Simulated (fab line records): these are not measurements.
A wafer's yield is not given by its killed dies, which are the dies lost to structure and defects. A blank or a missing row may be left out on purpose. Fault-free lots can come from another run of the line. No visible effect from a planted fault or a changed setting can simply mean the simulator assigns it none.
Which tool is to blame? | flow berkeleyCmos170 | 7 lots with 21 wafers sampled at 3 steps, on a route of 331 steps

WHAT THE GAUGES SHOWED, per wafer
UCB170_M3_THK_MEAS_03: measures by xrf.
lot  | measured     | on           | M3_AL_THK (nm)
L811 | day 8 17:41  | filmMetro-03 | 900 898 899
L813 | day 9 12:25  | filmMetro-03 | 902 899 890
L817 | day 10 10:59 | filmMetro-02 | 898 899 899
L818 | day 10 15:42 | filmMetro-01 | 919 921 920
L821 | day 11 16:43 | filmMetro-03 | 913 903 910
L825 | day 12 06:19 | filmMetro-03 | 908 913 905

WHICH TOOL RAN EACH LOT (tool, then ch and the chambers of the sampled wafers, then the start)
lot  | UCB170_M2_STRIP_19                  | UCB170_V2_DEVELOP_11
L811 | plasmaAsher-02 ch 0,1, day 8 14:37  | lithoTrack-03 ch 0, day 8 16:00
L813 | plasmaAsher-03 ch 0,1, day 9 09:23  | lithoTrack-02 ch 0, day 9 11:00
L814 | plasmaAsher-02 ch 0,1, day 10 06:17 | lithoTrack-02, day 10 09:00
L817 | plasmaAsher-02 ch 0,1, day 10 07:10 | lithoTrack-02 ch 0, day 10 09:00
L818 | plasmaAsher-03 ch 0,1, day 10 09:49 | lithoTrack-01 ch 0, day 10 14:00
L821 | plasmaAsher-02 ch 0,1, day 11 12:43 | lithoTrack-01 ch 0, day 11 15:00
L825 | plasmaAsher-02 ch 0,1, day 12 02:36 | lithoTrack-02 ch 0, day 12 05:00
- UCB170_M2_STRIP_19: strips in O2.
- UCB170_V2_DEVELOP_11: develop time 45 s.

THE ANSWER, worked out from the rows above alone
Rule: the usual values come from the lots themselves. Put in order of their means at a reading, lots are off if they are a third of the lots or fewer, leave a main group of 4 or more, and stand apart from it by a gap of 3 or more times the standard deviation of the main group's means; of several such gaps the widest counts. A main group is skipped when, at the precision printed for the reading in the tables above, its means are all equal. Also off: a lot with no number at a reading for which 4 or more lots have one. Any other lot the step has rows for is counted as sound.
Nothing can be told from this: no lot is off at any reading shown.

WHAT WAS PUT IN BY THE SIMULATOR
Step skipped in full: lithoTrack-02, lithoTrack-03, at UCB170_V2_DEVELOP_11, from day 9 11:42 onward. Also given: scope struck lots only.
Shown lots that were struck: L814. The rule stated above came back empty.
